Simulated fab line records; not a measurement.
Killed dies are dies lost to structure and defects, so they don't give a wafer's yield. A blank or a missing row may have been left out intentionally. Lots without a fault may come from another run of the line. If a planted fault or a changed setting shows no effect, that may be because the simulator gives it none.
Which tool was responsible? + flow rit_cmos + 39 wafers from 13 lots sampled at 2 of the route's 202 steps

## WHAT THE GAUGES SHOWED, per wafer
RIT_ACTIVE_THK_MEAS_04. Usual: ACTIVE_NITRIDE_THK 150.2 nm, standard deviation 1.4.
| lot  | measured    | on            | ACTIVE_NITRIDE_THK (nm) | flag |
|------|-------------|---------------|-------------------------|------|
| L207 | day 1 13:32 | film_metro-02 | 149.7 149.3 150.1       |      |
| L208 | day 1 18:32 | film_metro-01 | 150.9 150.9 151.5       |      |
| L209 | day 1 23:34 | film_metro-02 | 149.5 152.3 151.5       |      |
| L210 | day 2 04:32 | film_metro-01 | 185.6 186.6 187.3       | OFF  |
| L213 | day 2 19:49 | film_metro-01 | 151.0 151.9 150.7       |      |
| L214 | day 3 01:39 | film_metro-01 | 148.8 147.6 147.2       |      |
| L215 | day 3 06:15 | film_metro-02 | 150.7 149.0 150.3       |      |
| L220 | day 4 08:50 | film_metro-02 | 151.6 152.5 151.7       |      |
| L225 | day 5 08:47 | film_metro-04 | 152.0 151.7 151.8       |      |
| L227 | day 5 18:37 | film_metro-04 | 151.9 151.6 152.5       |      |
| L228 | day 5 22:39 | film_metro-04 | 148.7 148.7 149.1       |      |
| L229 | day 6 04:38 | film_metro-04 | 149.0 150.0 150.5       |      |
| L230 | day 6 09:07 | film_metro-01 | 150.0 151.2 151.0       |      |

## TOOL THAT RAN EACH LOT (tool first, then ch and the chambers of the sampled wafers, then the start)
| lot  | RIT_ACTIVE_CVD_03          |
|------|----------------------------|
| L207 | lpcvd-01 ch 1, day 1 12:07 |
| L208 | lpcvd-02 ch 0, day 1 17:07 |
| L209 | lpcvd-02 ch 1, day 1 22:08 |
| L210 | lpcvd-02 ch 1, day 2 03:07 |
| L213 | lpcvd-01 ch 1, day 2 18:23 |
| L214 | lpcvd-01 ch 1, day 3 00:14 |
| L215 | lpcvd-01 ch 1, day 3 04:07 |
| L220 | lpcvd-01 ch 1, day 4 07:25 |
| L225 | lpcvd-02 ch 0, day 5 07:20 |
| L227 | lpcvd-02 ch 1, day 5 16:29 |
| L228 | lpcvd-01 ch 0, day 5 21:13 |
| L229 | lpcvd-02 ch 1, day 6 03:13 |
| L230 | lpcvd-02 ch 0, day 6 07:42 |
- RIT_ACTIVE_CVD_03: deposits Si3N4 from SiH2Cl2/NH3, target thk 150 nm, time 1500 s.

## WHAT THE TOOLS THEMSELVES READ (means of the sampled wafers that have a number; where no wafer has one, the mark that the record gives instead)
RIT_ACTIVE_CVD_03. Usual: zone_power_centre_pct at 41 %, with a standard deviation of 3.2.
| lot  | tool     | zone_power_centre_pct (%) | flag |
|------|----------|---------------------------|------|
| L207 | lpcvd-01 | 41                        |      |
| L208 | lpcvd-02 | 46                        |      |
| L209 | lpcvd-02 | 38                        |      |
| L210 | lpcvd-02 | 38                        |      |
| L213 | lpcvd-01 | 41                        |      |
| L214 | lpcvd-01 | 41                        |      |
| L215 | lpcvd-01 | 41                        |      |
| L220 | lpcvd-01 | 40                        |      |
| L225 | lpcvd-02 | 47                        |      |
| L227 | lpcvd-02 | 37                        |      |
| L228 | lpcvd-01 | 39                        |      |
| L229 | lpcvd-02 | 37                        |      |
| L230 | lpcvd-02 | 47                        |      |

## THE ANSWER, worked out from the rows above alone
Rule: take the mean of a lot's wafers that have a number; if it is more than 3 standard deviations from the usual mean, the lot is off. A lot without any number at a reading at which 4 lots or more have one is off too. The other lots that the step has rows for count as sound. After the gauges, taken in route order, come the tools' own readings; for these a lot's mean is taken, as printed above. At the first step where some lot is off, the reading lying furthest off is the one used; lots without a number count as furthest.
Off: L210, at RIT_ACTIVE_THK_MEAS_04 (ACTIVE_NITRIDE_THK).
A tool fits if, at a process step before that reading, it ran every lot that is off, and no sound lot after the first of them. The gauges at RIT_ACTIVE_THK_MEAS_04 are tried like those tools. Of those tried, none fits.

## WHAT WAS PUT IN BY THE SIMULATOR
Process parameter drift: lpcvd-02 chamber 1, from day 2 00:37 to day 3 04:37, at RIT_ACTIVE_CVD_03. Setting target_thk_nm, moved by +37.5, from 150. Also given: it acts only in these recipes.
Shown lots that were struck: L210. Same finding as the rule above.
